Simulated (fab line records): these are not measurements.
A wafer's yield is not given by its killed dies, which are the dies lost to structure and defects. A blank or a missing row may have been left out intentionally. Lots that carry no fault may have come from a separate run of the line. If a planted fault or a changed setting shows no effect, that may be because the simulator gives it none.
Which tool was responsible? / flow rit_cmos / 18 wafers from 6 lots sampled at 2 of the route's 202 steps

== WHAT EACH GAUGE READ, for each wafer ==
RIT_SPACER_THK_MEAS_04.
lot=L746; measured=day 3 04:16; on=film_metro-01; SPACER_NITRIDE_THK (nm)=250.3 248.9 248.3
lot=L748; measured=day 3 12:27; on=film_metro-04; SPACER_NITRIDE_THK (nm)=248.7 249.0 249.7
lot=L753; measured=day 4 19:05; on=film_metro-01; SPACER_NITRIDE_THK (nm)=246.6 244.1 246.9
lot=L757; measured=day 5 14:42; on=film_metro-01; SPACER_NITRIDE_THK (nm)=247.4 249.0 247.7
lot=L761; measured=day 6 13:37; on=film_metro-01; SPACER_NITRIDE_THK (nm)=248.2 248.6 250.7
lot=L766; measured=day 7 09:47; on=film_metro-04; SPACER_NITRIDE_THK (nm)=253.1 252.2 250.3

== EACH LOT AND THE TOOL THAT RAN IT (in order: tool; ch and the chambers of the sampled wafers; start) ==
lot=L746; RIT_SPACER_CVD_03=lpcvd-01 ch 0, day 3 02:21
lot=L748; RIT_SPACER_CVD_03=lpcvd-02 ch 0, day 3 10:32
lot=L753; RIT_SPACER_CVD_03=lpcvd-02 ch 0, day 4 17:10
lot=L757; RIT_SPACER_CVD_03=lpcvd-02 ch 1, day 5 12:46
lot=L761; RIT_SPACER_CVD_03=lpcvd-02 ch 1, day 6 11:42
lot=L766; RIT_SPACER_CVD_03=lpcvd-02 ch 1, day 7 07:52
- RIT_SPACER_CVD_03: deposits Si3N4 from SiH2Cl2/NH3, target thk 250 nm, time 3300 s.

== THE ANSWER, worked out from the rows above alone ==
Rule: the usual values come from the lots themselves. The widest of any qualifying gaps counts: lots, ordered by their means at a reading, are off when they make up no more than a third of the lots, leave a main group of 4 or more, and stand apart from it by 3 or more times the standard deviation of that group's means. A main group whose means are all the same, to the digits that the tables above print for the reading, isn't used. A lot without any number at a reading at which 4 lots or more have one is off too. The other lots that the step has rows for count as sound.
Across all readings shown, no lot is off: no conclusion can be drawn from this.

== WHAT THE SIMULATOR PUT IN ==
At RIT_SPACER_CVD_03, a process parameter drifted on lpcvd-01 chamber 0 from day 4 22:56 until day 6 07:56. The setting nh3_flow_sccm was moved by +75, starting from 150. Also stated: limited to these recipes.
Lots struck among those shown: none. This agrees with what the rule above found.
